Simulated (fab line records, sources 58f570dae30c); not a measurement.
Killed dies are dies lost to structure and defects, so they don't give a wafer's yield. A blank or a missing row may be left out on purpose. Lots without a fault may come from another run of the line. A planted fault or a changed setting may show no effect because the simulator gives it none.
Which tool did it? | flow berkeley_cmos170 | 15 lots, 45 wafers sampled, at 1 step of a route of 331

WHAT THE GAUGES READ, wafer by wafer
The record holds no reading of a measuring or inspecting step that can be judged against a usual standard deviation.

WHICH TOOL RAN EACH LOT (tool, then ch and the chambers of the sampled wafers, then the start)
lot  | UCB170_SDANNEAL_RTA_00
L164 | rtp_anneal-01 ch 0, day 7 00:46
L166 | rtp_anneal-02 ch 0, day 7 14:08
L167 | rtp_anneal-01 ch 0, day 7 21:05
L168 | rtp_anneal-02 ch 0, day 7 21:25
L169 | rtp_anneal-01 ch 0, day 8 06:01
L171 | rtp_anneal-02 ch 0, day 8 13:24
L173 | rtp_anneal-01 ch 0, day 9 04:04
L174 | rtp_anneal-02 ch 0, day 9 04:18
L176 | rtp_anneal-01 ch 0, day 9 12:43
L175 | rtp_anneal-02 ch 0, day 9 12:46
L177 | rtp_anneal-01, day 9 12:51
L178 | rtp_anneal-01, day 9 15:59
L179 | rtp_anneal-02, day 10 11:53
L181 | rtp_anneal-02 ch 0, day 10 12:21
L182 | rtp_anneal-01 ch 0, day 10 12:34
- UCB170_SDANNEAL_RTA_00: time 10 s.

WHAT THE TOOLS THEMSELVES READ (means of the sampled wafers that have a number; where no wafer has one, the mark that the record gives instead)
UCB170_SDANNEAL_RTA_00. Usual: anneal_temp_c_max 904.0, standard deviation 1.3; chamber_o2_ppm 2.000, standard deviation 0.02; lamp_power_pct 23.54 %, standard deviation 0.06; wafer_temp_C_max 905.4, standard deviation 1.1.
lot  | tool          | anneal_temp_c_max | chamber_o2_ppm | lamp_power_pct (%) | wafer_temp_C_max | flag
L164 | rtp_anneal-01 | 905.6             | 1.991          | 23.60              | 905.9            |
L166 | rtp_anneal-02 | 903.0             | 2.008          | 23.52              | 904.8            |
L167 | rtp_anneal-01 | 904.6             | 2.016          | 23.60              | 905.9            |
L168 | rtp_anneal-02 | 902.4             | 2.008          | 23.46              | 904.5            |
L169 | rtp_anneal-01 | 904.5             | 1.984          | 23.61              | 905.8            |
L171 | rtp_anneal-02 | 903.5             | 1.991          | 23.48              | 905.0            |
L173 | rtp_anneal-01 | 905.4             | 1.997          | 23.57              | 906.4            |
L174 | rtp_anneal-02 | 903.1             | 1.975          | 23.48              | 904.1            |
L176 | rtp_anneal-01 | 904.6             | 2.004          | 23.60              | 905.5            |
L175 | rtp_anneal-02 | 902.6             | 2.008          | 23.48              | 905.5            |
L177 | rtp_anneal-01 | -                 | -              | -                  | -                | OFF
L178 | rtp_anneal-01 | -                 | -              | -                  | -                | OFF
L179 | rtp_anneal-02 | -                 | -              | -                  | -                | OFF
L181 | rtp_anneal-02 | 903.3             | 1.989          | 23.50              | 905.0            |
L182 | rtp_anneal-01 | 904.8             | 2.006          | 23.58              | 905.5            |

THE ANSWER, worked out from the rows above alone
Rule: a lot is off if the mean of its wafers that have a number lies more than 3 standard deviations from the usual mean. A lot without any number at a reading at which 4 lots or more have one is off too. The other lots that the step has rows for count as sound. The gauges are gone through in route order, then the tools' own readings, and for those a lot's mean is taken as printed above. The first step at which some lot is off is used, and at that step the reading that is off furthest; a lot without a number counts as furthest.
Off: L177, L178, L179, at UCB170_SDANNEAL_RTA_00 (anneal_temp_c_max). Without a number there: L177, L178, L179.
A tool fits if, at that step or a process step before it, it ran every lot that is off, and no sound lot after the first of them. None of those tried fits.

WHAT THE SIMULATOR HAD PUT IN
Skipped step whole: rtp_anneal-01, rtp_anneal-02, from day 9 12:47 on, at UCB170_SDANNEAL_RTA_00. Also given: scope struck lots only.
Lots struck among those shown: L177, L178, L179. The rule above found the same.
